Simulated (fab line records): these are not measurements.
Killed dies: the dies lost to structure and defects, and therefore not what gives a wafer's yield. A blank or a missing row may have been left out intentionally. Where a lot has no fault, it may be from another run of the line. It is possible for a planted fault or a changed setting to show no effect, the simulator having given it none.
What tool caused it? | flow berkeley cmos170 | 45 wafers from 15 lots sampled at 5 of the route's 331 steps

## WHAT EACH GAUGE READ, for each wafer
UCB170_ACTIVE_OVL_MEAS_14. Usual: ACTIVE_OVL -3 nm, standard deviation 4.8.
lot  | measured    | on         | ACTIVE_OVL (nm) | flag
L869 | day 5 04:45 | overlay-02 | -3 -10 -8       |
L868 | day 5 05:07 | overlay-01 | -3 3 -6         |
L872 | day 5 16:38 | overlay-01 | -7 -4 1         |
L873 | day 6 00:42 | overlay-02 | 2 0 6           |
L874 | day 6 01:04 | overlay-02 | -3 -2 -7        |
L877 | day 6 10:31 | overlay-01 | -10 -14 0       |
L875 | day 6 10:45 | overlay-01 | 1 -2 -3         |
L878 | day 7 07:46 | overlay-01 | 3 -4 -2         |
L881 | day 7 07:53 | overlay-02 | -3 -11 -8       |
L880 | day 7 08:08 | overlay-01 | 3 5 3           |
L883 | day 7 17:59 | overlay-02 | -3 -8 -3        |
L886 | day 8 11:03 | overlay-02 | -7 -8 -8        |
L887 | day 8 22:58 | overlay-01 | -4 -2 4         |
L888 | day 9 06:47 | overlay-02 | -7 -5 -7        |
L889 | day 9 19:57 | overlay-01 | 3 4 5           |

UCB170_PFIELD_OVL_MEAS_06. Usual: PFIELD_OVL 0 nm, standard deviation 5.7.
lot  | measured     | on         | PFIELD_OVL (nm)         | flag
L869 | day 5 06:35  | overlay-02 | 0 -2 -3                 |
L868 | day 5 06:50  | overlay-02 | -2 -1 -6                |
L872 | day 5 18:47  | overlay-01 | 4 15 5                  |
L873 | day 6 02:16  | overlay-01 | -1 -1 4                 |
L874 | day 6 05:16  | overlay-02 | 0 -6 -1                 |
L877 | day 6 12:34  | overlay-02 | 2 5 1                   |
L875 | day 6 13:07  | overlay-01 | 13 15 14                |
L878 | day 7 09:19  | overlay-01 | -2 1 0                  |
L881 | day 7 09:58  | overlay-02 | -1 1 1                  |
L880 | day 7 10:14  | overlay-01 | -7 -12 -2               |
L883 | day 7 20:03  | overlay-02 | 0 -5 -4                 |
L886 | day 8 12:39  | overlay-02 | 3 5 2                   |
L887 | day 9 03:15  | overlay-01 | 260 261 257 259 258 257 | OFF
L888 | day 9 08:10  | overlay-01 | 258 251 256 258 250 253 | OFF
L889 | day 10 01:34 | overlay-02 | 264 264 263 261 263 262 | OFF

UCB170_M1_CD_MEAS_09: target cd 700 nm. Usual: 699.5 nm for cd nm, sd 1.2.
lot  | measured     | on        | cd nm (nm)        | flag
L869 | day 8 09:55  | cd sem-02 | 700.3 699.5 700.0 |
L868 | day 8 12:09  | cd sem-01 | 700.0 699.9 697.7 |
L872 | day 8 17:38  | cd sem-01 | 699.2 700.7 700.0 |
L873 | day 9 08:17  | cd sem-02 | 701.3 702.5 701.7 |
L874 | day 9 08:08  | cd sem-01 | 700.1 700.7 701.5 |
L877 | day 10 08:35 | cd sem-02 | 698.5 697.8 698.9 |
L875 | day 10 08:17 | cd sem-01 | 698.9 698.5 700.0 |
L878 | day 10 22:25 | cd sem-01 | 700.8 698.2 699.6 |
L881 | day 10 22:49 | cd sem-01 | 700.8 701.1 699.9 |
L880 | day 10 20:17 | cd sem-01 | 700.9 701.8 700.5 |
L883 | day 11 03:10 | cd sem-01 | 697.0 696.9 697.2 |
L886 | day 11 17:14 | cd sem-02 | 698.0 699.2 699.7 |

UCB170_V1_OVL_MEAS_13. Usual: V1_OVL -5 nm, standard deviation 4.9.
lot  | measured     | on         | V1_OVL (nm) | flag
L869 | day 8 14:45  | overlay-02 | 5 7 5       |
L868 | day 8 16:56  | overlay-02 | -13 -14 -13 |
L872 | day 8 21:24  | overlay-01 | -5 -10 -5   |
L873 | day 9 13:19  | overlay-02 | 4 5 -3      |
L874 | day 9 11:58  | overlay-01 | -14 -15 -11 |
L877 | day 10 13:22 | overlay-02 | -11 -4 -5   |
L875 | day 10 13:07 | overlay-01 | -4 -4 -4    |
L878 | day 11 06:14 | overlay-02 | 4 -4 10     |
L881 | day 11 06:00 | overlay-02 | -7 -1 -8    |
L880 | day 11 02:04 | overlay-01 | -9 -2 -5    |
L883 | day 11 09:25 | overlay-01 | -2 -3 1     |
L886 | day 11 22:29 | overlay-01 | -8 -7 -7    |

## EACH LOT AND THE TOOL THAT RAN IT (in order: tool; ch and the chambers of the sampled wafers; start)
lot  | UCB170_PFIELD_EXPOSE_03
L869 | krf scanner-01 ch 0, day 5 06:12
L868 | krf scanner-01 ch 0, day 5 06:27
L872 | krf scanner-01 ch 0, day 5 18:04
L873 | krf scanner-02 ch 0, day 6 01:52
L874 | krf scanner-01 ch 0, day 6 04:45
L877 | krf scanner-01 ch 0, day 6 11:30
L875 | krf scanner-02 ch 0, day 6 12:13
L878 | krf scanner-02 ch 0, day 7 08:48
L881 | krf scanner-01 ch 0, day 7 09:22
L880 | krf scanner-02 ch 0, day 7 09:37
L883 | krf scanner-02 ch 0, day 7 19:27
L886 | krf scanner-01 ch 0, day 8 12:16
L887 | krf scanner-01 ch 0, day 9 02:20
L888 | krf scanner-01 ch 0, day 9 07:46
L889 | krf scanner-01 ch 0, day 10 00:10
- UCB170_PFIELD_EXPOSE_03: exposes mask PFIELD, target cd 1500 nm.

## AS READ BY THE TOOLS THEMSELVES (means over the sampled wafers that have a number; for cases with no such wafer, the mark the record gives instead)
The record holds no such reading with a usual standard deviation.

## THE ANSWER, worked out from the rows above alone
Rule: lot off if the mean of its wafers having a number is beyond 3 standard deviations from the usual mean. Also off: a lot with no number at a reading for which 4 or more lots have one. Any other lot the step has rows for is counted as sound. The gauges are gone through in route order, then the tools' own readings, and for those a lot's mean is taken as printed above. At the first step where some lot is off, the reading lying furthest off is the one used; lots without a number count as furthest.
Off: at UCB170_PFIELD_OVL_MEAS_06 (PFIELD_OVL), L887, L888, L889.
A tool fits if, at a process step before that reading, it ran every lot that is off, and no sound lot after the first of them. The gauges at UCB170_PFIELD_OVL_MEAS_06 are tried like those tools. One fits: krf scanner-01 at UCB170_PFIELD_EXPOSE_03. Its last sound lot is L886 (day 8 12:16), its first lot that is off L887 (day 9 02:20): a fault that began between those two fits.

## WHAT THE SIMULATOR HAD PUT IN
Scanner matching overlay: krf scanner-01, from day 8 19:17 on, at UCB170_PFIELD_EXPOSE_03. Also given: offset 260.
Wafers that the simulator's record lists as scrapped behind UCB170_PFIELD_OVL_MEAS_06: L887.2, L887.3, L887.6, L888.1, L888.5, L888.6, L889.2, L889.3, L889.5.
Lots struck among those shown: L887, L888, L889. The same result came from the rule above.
